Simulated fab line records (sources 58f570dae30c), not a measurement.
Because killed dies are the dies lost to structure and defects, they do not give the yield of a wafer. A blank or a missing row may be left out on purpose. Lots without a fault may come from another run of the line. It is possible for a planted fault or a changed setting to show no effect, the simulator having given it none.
Which tool was responsible? || flow berkeley_cmos170 || 24 wafers from 8 lots sampled at 3 of the route's 331 steps

WHAT THE GAUGES SHOWED, per wafer
UCB170_PLDD_OVL_MEAS_07.
{"lot": "L442", "measured": "day 7 08:30", "on": "overlay-01", "PLDD_OVL (nm)": "-2 -3 -4"}
{"lot": "L443", "measured": "day 7 16:32", "on": "overlay-01", "PLDD_OVL (nm)": "-1 -2 -3"}
{"lot": "L447", "measured": "day 7 21:58", "on": "overlay-02", "PLDD_OVL (nm)": "-1 5 7"}
{"lot": "L446", "measured": "day 7 22:53", "on": "overlay-02", "PLDD_OVL (nm)": "-6 1 -6"}
{"lot": "L449", "measured": "day 8 12:22", "on": "overlay-01", "PLDD_OVL (nm)": "7 3 4"}
{"lot": "L456", "measured": "day 9 11:51", "on": "overlay-01", "PLDD_OVL (nm)": "89 94 94"}
{"lot": "L457", "measured": "day 10 05:47", "on": "overlay-01", "PLDD_OVL (nm)": "106 98 97"}
{"lot": "L458", "measured": "day 10 06:36", "on": "overlay-02", "PLDD_OVL (nm)": "-4 -1 -2"}

WHAT TOOL EACH LOT RAN ON (gives the tool, then ch and the chambers of the sampled wafers, and finally the start)
{"lot": "L442", "UCB170_NVT_STRIP_08": "plasma_asher-04 ch 0,1, day 6 15:17", "UCB170_PLDD_EXPOSE_03": "krf_scanner-01 ch 0, day 7 07:22"}
{"lot": "L443", "UCB170_NVT_STRIP_08": "plasma_asher-04 ch 1, day 7 01:38", "UCB170_PLDD_EXPOSE_03": "krf_scanner-02 ch 0, day 7 15:33"}
{"lot": "L447", "UCB170_NVT_STRIP_08": "plasma_asher-04 ch 0,1, day 7 05:34", "UCB170_PLDD_EXPOSE_03": "krf_scanner-02 ch 0, day 7 21:12"}
{"lot": "L446", "UCB170_NVT_STRIP_08": "plasma_asher-01 ch 0,1, day 7 06:02", "UCB170_PLDD_EXPOSE_03": "krf_scanner-02 ch 0, day 7 22:23"}
{"lot": "L449", "UCB170_NVT_STRIP_08": "plasma_asher-04 ch 0,1, day 7 17:54", "UCB170_PLDD_EXPOSE_03": "krf_scanner-02 ch 0, day 8 11:01"}
{"lot": "L456", "UCB170_NVT_STRIP_08": "plasma_asher-01 ch 0,1, day 8 17:35", "UCB170_PLDD_EXPOSE_03": "krf_scanner-01 ch 0, day 9 10:34"}
{"lot": "L457", "UCB170_NVT_STRIP_08": "plasma_asher-04 ch 0,1, day 9 11:41", "UCB170_PLDD_EXPOSE_03": "krf_scanner-01 ch 0, day 10 05:17"}
{"lot": "L458", "UCB170_NVT_STRIP_08": "plasma_asher-04 ch 0,1, day 9 16:31", "UCB170_PLDD_EXPOSE_03": "krf_scanner-02 ch 0, day 10 06:07"}
- UCB170_NVT_STRIP_08: strips in O2.
- UCB170_PLDD_EXPOSE_03: exposes mask PSELECT, target cd 1200 nm.

THE ANSWER, worked out from the rows above alone
Rule: what is usual is taken from the lots themselves. The widest of any qualifying gaps counts: lots, ordered by their means at a reading, are off when they make up no more than a third of the lots, leave a main group of 4 or more, and stand apart from it by 3 or more times the standard deviation of that group's means. Not used: any main group whose means are identical at the precision the tables above print for the reading. A lot without any number at a reading at which 4 lots or more have one is off too. The other lots that the step has rows for count as sound.
Off: at UCB170_PLDD_OVL_MEAS_07 (PLDD_OVL), L456, L457. The main group has a mean of -0 nm with a standard deviation of 3.3.
If a tool, at a process step before that reading, ran all the lots that are off and no sound lot after the first of them, it fits. Those tools and the gauges at UCB170_PLDD_OVL_MEAS_07 are tried in the same way. This does not decide it: 2 tools fit, namely krf_scanner-01 at UCB170_PLDD_EXPOSE_03 and overlay-01 at UCB170_PLDD_OVL_MEAS_07.

WHAT HAD BEEN PUT IN BY THE SIMULATOR
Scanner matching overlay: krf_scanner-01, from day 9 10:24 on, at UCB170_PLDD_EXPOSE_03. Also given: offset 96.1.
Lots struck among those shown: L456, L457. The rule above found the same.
